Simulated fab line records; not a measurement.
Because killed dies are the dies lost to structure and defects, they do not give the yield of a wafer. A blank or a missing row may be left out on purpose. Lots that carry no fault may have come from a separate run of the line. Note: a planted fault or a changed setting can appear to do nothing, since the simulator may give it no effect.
Which tool is to blame? ; flow berkeley cmos170 ; 7 lots with 21 wafers sampled at 3 steps, on a route of 331 steps

## WHAT THE GAUGES READ, wafer by wafer
UCB170_M2_CD_MEAS_90: the cd target is 700 nm.
lot;measured;on;cd nm (nm)
L373;day 7 09:19;cd sem-01;701 700 703
L375;day 8 00:52;cd sem-02;704 700 699
L378;day 8 15:23;cd sem-02;699 701 699
L381;day 9 15:43;cd sem-02;705 706 708
L382;day 9 17:49;cd sem-01;701 699 701
L385;day 10 13:58;cd sem-02;698 700 698
L391;day 11 14:54;cd sem-02;674 674 673

## WHICH TOOL RAN EACH LOT (tool, then ch and the chambers of the sampled wafers, then the start)
lot;UCB170_M2_METAL_ETCH_18;UCB170_M2_STRIP_19
L373;rie metal-04 ch 0,1, day 7 09:01;plasma asher-03 ch 0,1, day 7 09:12
L375;rie metal-04 ch 0,1, day 8 00:34;plasma asher-02 ch 1, day 8 00:44
L378;rie metal-01 ch 0,1, day 8 15:06;plasma asher-03 ch 0,1, day 8 15:17
L381;rie metal-04 ch 1, day 9 15:26;plasma asher-01 ch 1, day 9 15:37
L382;rie metal-01 ch 0,1, day 9 17:31;plasma asher-02 ch 0,1, day 9 17:43
L385;rie metal-04 ch 0,1, day 10 13:41;plasma asher-01 ch 0,1, day 10 13:52
L391;rie metal-02 ch 1, day 11 14:35;plasma asher-01 ch 0,1, day 11 14:47
- UCB170_M2_METAL_ETCH_18: etches Al in Cl2/BCl3, stops on SiO2, target depth 1170 nm, time 195 s.
- UCB170_M2_STRIP_19: strips in O2.

## THE ANSWER, worked out from the rows above alone
Rule: what is usual is taken from the lots themselves. The widest of any qualifying gaps counts: lots, ordered by their means at a reading, are off when they make up no more than a third of the lots, leave a main group of 4 or more, and stand apart from it by 3 or more times the standard deviation of that group's means. Not used: any main group whose means are identical at the precision the tables above print for the reading. Also off: a lot with no number at a reading for which 4 or more lots have one. Where the step has rows for the other lots, those lots are counted as sound.
Off, at UCB170_M2_CD_MEAS_90 on cd nm: L391. Mean 701 nm and standard deviation 2.4 in the main group.
If a tool, at a process step before that reading, ran all the lots that are off and no sound lot after the first of them, it fits. Those tools and the gauges at UCB170_M2_CD_MEAS_90 are tried in the same way. Can't be told from this: 3 tools fit, rie metal-02 at UCB170_M2_METAL_ETCH_18, plasma asher-01 at UCB170_M2_STRIP_19, cd sem-02 at UCB170_M2_CD_MEAS_90.

## WHAT HAD BEEN PUT IN BY THE SIMULATOR
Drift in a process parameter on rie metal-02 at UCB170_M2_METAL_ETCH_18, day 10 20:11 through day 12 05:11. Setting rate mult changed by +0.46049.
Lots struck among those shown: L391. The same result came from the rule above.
